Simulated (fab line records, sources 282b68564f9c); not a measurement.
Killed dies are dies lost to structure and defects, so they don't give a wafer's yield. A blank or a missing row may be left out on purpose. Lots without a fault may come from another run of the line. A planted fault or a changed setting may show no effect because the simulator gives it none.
Chamber matching | flow rit_cmos | RIT_SILICIDE_WET_ETCH_00 on wet_bench-01: 4 sister chambers
The step etches SiO2 in BOE, target depth 14 nm, time 15 s. 14 wafers are shown with their chamber, then 7 later ones without.

WAFERS WITH THEIR CHAMBER
wafer  | chamber | temp_c (C) | bath_heat_duty_pct (%)
L867.3 | 1       | 21.14      | 2.1
L867.4 | 1       | 21.45      | 2.0
L867.6 | 1       | 21.44      | 1.8
L871.3 | 2       | 21.55      | 1.9
L871.5 | 2       | 21.54      | 2.1
L871.6 | 2       | 21.53      | 2.1
L872.2 | 3       | 21.54      | 1.7
L872.3 | 3       | 21.43      | 1.7
L872.6 | 3       | 21.45      | 2.2
L873.2 | 0       | 21.61      | 1.7
L873.3 | 0       | 21.63      | 1.2
L873.6 | 0       | 21.57      | 1.7
L876.2 | 0       | 21.47      | 1.3
L876.3 | 0       | 21.55      | 1.6

SIGNATURES (means of the wafers above)
reading            | chamber 0 | chamber 1 | chamber 2 | chamber 3 | scatter within a chamber
temp_c             | 21.5660   | 21.3433   | 21.5400   | 21.4733   | 0.092
bath_heat_duty_pct | 1.500     | 1.967     | 2.033     | 1.867     | 0.214
Rule: a wafer's distance from a chamber is the root of the sum, over the readings, of the square of ((its reading less the chamber's mean) divided by the reading's scatter). The wafer belongs to the nearest chamber; if the next one is less than 2 further off, it can't be placed. The scatter: the root of (the sum of the squares of (reading less its chamber's mean) over the shown wafers, divided by (wafers less chambers)).

WAFERS WITHOUT THEIR CHAMBER
wafer  | temp_c (C) | bath_heat_duty_pct (%)
L876.4 | 21.53      | 1.4
L884.1 | 21.60      | 1.8
L884.2 | 21.35      | 2.4
L884.4 | 21.54      | 2.3
L888.2 | 21.58      | 1.9
L888.4 | 21.34      | 1.3
L888.6 | 21.49      | 1.7

WHICH CHAMBER EACH WENT THROUGH
wafer  | from the rows above               | in truth
L876.4 | can't be placed: 0 or 3           | 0
L884.1 | can't be placed: 2 or 3 or 0 or 1 | 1
L884.2 | can't be placed: 1 or 2 or 3      | 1
L884.4 | can't be placed: 2 or 3 or 1      | 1
L888.2 | can't be placed: 2 or 3 or 0 or 1 | 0
L888.4 | can't be placed: 0 or 3 or 1 or 2 | 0
L888.6 | can't be placed: 3 or 0 or 2 or 1 | 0
Placed correctly: 0 of 7. Can't be placed from these rows: 7 (the true chamber is among the candidates in 7). Placed wrongly: 0.
